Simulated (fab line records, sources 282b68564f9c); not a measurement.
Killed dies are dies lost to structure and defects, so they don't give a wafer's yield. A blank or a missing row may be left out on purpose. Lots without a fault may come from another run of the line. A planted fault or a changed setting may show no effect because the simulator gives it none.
A struck lot beside a sound one | flow rit_cmos | 15 steps out of a route of 202
Sound: wafers L896.3, L896.4, L896.6. Struck: wafers L914.1, L914.5, L914.6. The cause comes at the end.
At each step with rows: each side's tool, then ch and its chambers, then its first start. Under that, the readings that differ: sound wafers | struck wafers | difference of the means | sigmas: that difference in standard deviations of wafers without a fault.
alike: readings whose means differ by less than 2 such deviations, and words and numbers that are the same on both sides. not compared: withheld readings, readings that some wafer has no value for, bounds like >300 that may hide the same value, and numbers for which the record gives no deviation and whose values overlap.
The two part at a step that has a row with sigmas, a row that says differs or no value, or rows on one side only. Numbers that don't overlap but have no deviation are shown without sigmas and don't part them. A reading that every wafer of one side lacks parts them only if that side has two wafers or more.

first, 2 steps without rows for these wafers: RIT_NRETRO_PEB_04; RIT_NRETRO_DEVELOP_05 (develop time 68 s).
RIT_NRETRO_OVL_MEAS_06:
  sound on overlay-01, day 2 06:45; struck on overlay-01, day 5 22:53
  alike: NRETRO_OVL
then, 2 steps without rows for these wafers: RIT_NRETRO_HARDBAKE_07 (time 120 s); RIT_NRETRO_IMPLANT_08.
RIT_NRETRO_STRIP_09: strips in O2, time 180 s.
  sound on plasma_asher-02 ch 0,1, day 2 07:14; struck on plasma_asher-04 ch 0,1, day 5 23:19
  alike: drypump_motor_current_A
  not compared: rf_hours_counter_h
RIT_NRETRO_TW_MEAS_10:
  sound on film_metro-03, day 2 07:22; struck on film_metro-04, day 5 23:29
  alike: NRETRO_TW
then, 5 steps without rows for these wafers: RIT_PRETRO_HMDS_00 (prime time 60 s); RIT_PRETRO_COAT_01 (resist thk 1300 nm); RIT_PRETRO_SOFTBAKE_02 (time 60 s); RIT_PRETRO_EXPOSE_03 (exposes mask M5, target cd 43700 nm); RIT_PRETRO_PEB_04.
RIT_PRETRO_DEVELOP_05: develop time 68 s.
  sound on litho_track-01 ch 0, day 2 08:00; struck on litho_track-02 ch 0, day 6 00:00
  reading              | sound             | struck            | difference | sigmas
  developer_temp_C (C) | 23.05 22.91 23.04 | 25.42 25.31 25.23 | +2.32      | +24
RIT_PRETRO_OVL_MEAS_06:
  sound on overlay-02, day 2 08:28; struck on overlay-02, day 6 00:26
  alike: PRETRO_OVL
RIT_M1_PROBE_99:
  the record has rows for the struck wafers here (prober-01, day 7 03:01) and none for the sound ones

WHERE THEY PART
First at RIT_PRETRO_DEVELOP_05; last, within this record, at RIT_M1_PROBE_99.

WHY: what the simulator had put in
Process parameter drift: litho_track-02, from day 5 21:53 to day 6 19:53, at RIT_PRETRO_DEVELOP_05. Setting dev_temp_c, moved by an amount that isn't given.
